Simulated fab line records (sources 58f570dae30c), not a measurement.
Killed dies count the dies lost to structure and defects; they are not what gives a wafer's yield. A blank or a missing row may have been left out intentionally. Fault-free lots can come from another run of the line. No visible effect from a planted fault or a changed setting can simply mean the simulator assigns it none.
Split-lot trial	flow berkeleyCmos170	23 wafers read across 5 lots, on a route 331 steps long

== SPLIT DETAILS ==
At UCB170_CONTACT_COAT_10 (resist thk 900 nm), the setting resistThkNm was moved away from the recipe's 900 nm on 7 of the 23 wafers read, by -2.6% to +1.9%. This setting was run at the recipe's value on the other wafers.

== FROM THE SPLIT TO THE READING: what the file shows between them, 3 steps ==
- UCB170_CONTACT_SOFTBAKE_11: time 60 s
- UCB170_CONTACT_EXPOSE_12: exposes mask CONT, target cd 700 nm
- UCB170_CONTACT_ETCH_17: etches BARC in N2/H2

== THE READING ==
KrF_of_CONTACT_COAT_10.thkNm (the simulator's own value, which no gauge read), in nm, at UCB170_CONTACT_ETCH_18 (etches PSG in CHF3/CF4/Ar, stops on TiSi2, target depth 840 nm, time 195 s). There is no usual value for it anywhere in the file. Here, 16 wafers ran the recipe; their average is 691.8 nm with a standard deviation of 3.2 nm.

wafer	tool, chamber at the split	resistThkNm as run, nm	against the recipe	KrF_of_CONTACT_COAT_10.thkNm, nm	against lot-mates on the recipe
L076.1	lithoTrack-01, 0	900	recipe	693.5	-
L076.2	lithoTrack-01, 0	900	recipe	689.4	-
L076.3	lithoTrack-01, 0	900	recipe	688.5	-
L076.4	lithoTrack-01, 0	900	recipe	689.9	-
L076.6	lithoTrack-01, 0	900	recipe	691.1	-
L075.4	lithoTrack-02, 0	900	recipe	689.2	-
L075.5	lithoTrack-02, 0	900	recipe	694.1	-
L075.6	lithoTrack-02, 0	900	recipe	695.3	-
L079.1	lithoTrack-03, 0	900	recipe	695.8	-
L079.2	lithoTrack-03, 0	917.3	+1.9%	710.1	+15.0
L079.3	lithoTrack-03, 0	917.3	+1.9%	713.3	+18.1
L079.5	lithoTrack-03, 0	917.3	+1.9%	711	+15.9
L079.6	lithoTrack-03, 0	900	recipe	694.5	-
L083.1	lithoTrack-01, 0	878.8	-2.4%	671.1	-20.7
L083.2	lithoTrack-01, 0	900	recipe	693.2	-
L083.3	lithoTrack-01, 0	878.8	-2.4%	669.9	-21.9
L083.5	lithoTrack-01, 0	900	recipe	690.9	-
L083.6	lithoTrack-01, 0	900	recipe	691.2	-
L085.1	lithoTrack-01, 0	876.3	-2.6%	669	-21.7
L085.2	lithoTrack-01, 0	876.3	-2.6%	669	-21.7
L085.3	lithoTrack-01, 0	900	recipe	691	-
L085.4	lithoTrack-01, 0	900	recipe	683.9	-
L085.6	lithoTrack-01, 0	900	recipe	697.3	-

FIT RESULTS
A straight line over all 23 wafers: KrF_of_CONTACT_COAT_10.thkNm changes by +9.31 nm for each +1% of resistThkNm; r = +0.97; the points scatter about the line by 3 nm.
The same after taking each lot's own level away (the mean of its wafers on the recipe; 23 wafers): +8.56 nm for each +1%; r = +0.97; scatter 2.6 nm.
On that fit, the largest move of resistThkNm shifts the reading by 23 nm.
The span of the lots' own levels, 690.48 to 695.15 nm, comes to 1.4 times the standard deviation stated above.
So the lot-to-lot level changes the slope little: the two slopes agree.
Check: -22.8 nm against its lot-mates is what the line predicts for one of the wafers moved furthest among these (-2.6%) when that wafer is left out of the fit. Against them it came out at -21.7 nm.

== THE WHOLE CHAIN: every reading that the file lists as answering this split, in the file's order ==
step	what it does	reading	change (the file's fit)	r (the file's)
UCB170_CONTACT_COAT_10	resist thk 900 nm	KrF_of_CONTACT_COAT_10.thkNm (the simulator's own value, which no gauge read)	+8.7 nm for each +1% of the setting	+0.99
UCB170_CONTACT_ETCH_18	etches PSG in CHF3/CF4/Ar, stops on TiSi2, target depth 840 nm, time 195 s	KrF_of_CONTACT_COAT_10.thkNm (the simulator's own value, which no gauge read)	+8.57 nm for each +1% of the setting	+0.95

== FILE'S OWN FIT ==
KrF_of_CONTACT_COAT_10.thkNm changes by +8.57 nm for each +1% of resistThkNm, r = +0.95.
